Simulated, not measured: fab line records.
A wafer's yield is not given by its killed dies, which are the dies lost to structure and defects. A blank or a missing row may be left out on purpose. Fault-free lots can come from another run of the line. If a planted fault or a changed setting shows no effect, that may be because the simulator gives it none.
Which tool did it? -- flow berkeleyCmos170 -- 14 lots, 42 wafers sampled, at 2 steps of a route of 331

## WHAT THE GAUGES READ, wafer by wafer
UCB170_V1_THK_MEAS_01.
lot,measured,on,V1_TEOS_THK (nm)
L247,day 8 12:02,filmMetro-03,2016 2016 2040
L248,day 8 13:22,filmMetro-01,1992 1993 2019
L246,day 8 14:42,filmMetro-04,1979 2040 2046
L249,day 9 07:01,filmMetro-01,1973 1980 2000
L251,day 9 10:09,filmMetro-01,1970 1986 2012
L252,day 9 11:30,filmMetro-01,1956 1993 1967
L255,day 9 23:59,filmMetro-03,1990 2014 2019
L254,day 10 01:20,filmMetro-03,1965 1987 1980
L261,day 11 10:23,filmMetro-04,1972 1990 1990
L267,day 12 13:11,filmMetro-01,1992 2005 2016
L265,day 12 14:26,filmMetro-04,1963 2862 2937
L269,day 12 15:50,filmMetro-04,2008 2035 2040
L266,day 12 17:11,filmMetro-04,2902 2036 2945
L268,day 12 17:11,filmMetro-03,1997 2044 2056

## WHICH TOOL RAN EACH LOT (tool, then ch and the chambers of the sampled wafers, then the start)
lot,UCB170_V1_CVD_00
L247,"pecvd-03 ch 0,1,2, day 8 11:52"
L248,"pecvd-02 ch 0,1,2, day 8 13:12"
L246,"pecvd-04 ch 0,2, day 8 14:32"
L249,"pecvd-02 ch 0,1,2, day 9 06:51"
L251,"pecvd-04 ch 1,2, day 9 09:59"
L252,"pecvd-02 ch 0,1, day 9 11:19"
L255,"pecvd-03 ch 0,1,2, day 9 23:50"
L254,"pecvd-04 ch 1,2, day 10 01:10"
L261,"pecvd-02 ch 0,1, day 11 10:08"
L267,"pecvd-03 ch 0,1, day 12 12:57"
L265,"pecvd-02 ch 0,2, day 12 14:17"
L269,"pecvd-04 ch 0,1,2, day 12 15:41"
L266,"pecvd-02 ch 0,2, day 12 17:01"
L268,"pecvd-03 ch 0,1, day 12 17:01"
- UCB170_V1_CVD_00: deposits SiO2 from TEOS/O2, target thk 2000 nm, time 250 s.

## AS READ BY THE TOOLS THEMSELVES (means over the sampled wafers that have a number; for cases with no such wafer, the mark the record gives instead)
UCB170_V1_CVD_00.
lot,tool,heaterPowerW (W),rfFwdPowerW (W)
L247,pecvd-03,260,549.6
L248,pecvd-02,299,549.3
L246,pecvd-04,292,550.0
L249,pecvd-02,234,548.7
L251,pecvd-04,185,547.0
L252,pecvd-02,340,548.9
L255,pecvd-03,201,549.9
L254,pecvd-04,195,549.3
L261,pecvd-02,344,547.1
L267,pecvd-03,202,550.1
L265,pecvd-02,359,549.8
L269,pecvd-04,272,549.2
L266,pecvd-02,332,546.4
L268,pecvd-03,182,548.2

## THE ANSWER, worked out from the rows above alone
Rule: what is usual is taken from the lots themselves. The widest of any qualifying gaps counts: lots, ordered by their means at a reading, are off when they make up no more than a third of the lots, leave a main group of 4 or more, and stand apart from it by 3 or more times the standard deviation of that group's means. A main group is skipped when, at the precision printed for the reading in the tables above, its means are all equal. Also off: a lot with no number at a reading for which 4 or more lots have one. Any other lot the step has rows for is counted as sound. The gauges are gone through in route order, then the tools' own readings, and for those a lot's mean is taken as printed above. At the first step where some lot is off, the reading lying furthest off is the one used; lots without a number count as furthest.
Off: L265, L266, seen at UCB170_V1_THK_MEAS_01 (V1_TEOS_THK). The main group: mean 2002 nm, standard deviation 20.
A tool fits if, at a process step before that reading, it ran every lot that is off, and no sound lot after the first of them. Those tools and the gauges at UCB170_V1_THK_MEAS_01 are tried in the same way. One fits: pecvd-02 at UCB170_V1_CVD_00. Its last sound lot is L261 (day 11 10:08), its first lot that is off L265 (day 12 14:17): a fault that began between those two fits.

## WHAT THE SIMULATOR HAD INSERTED
pecvd-02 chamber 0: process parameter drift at UCB170_V1_CVD_00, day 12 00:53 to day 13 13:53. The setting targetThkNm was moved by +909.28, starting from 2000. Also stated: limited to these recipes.
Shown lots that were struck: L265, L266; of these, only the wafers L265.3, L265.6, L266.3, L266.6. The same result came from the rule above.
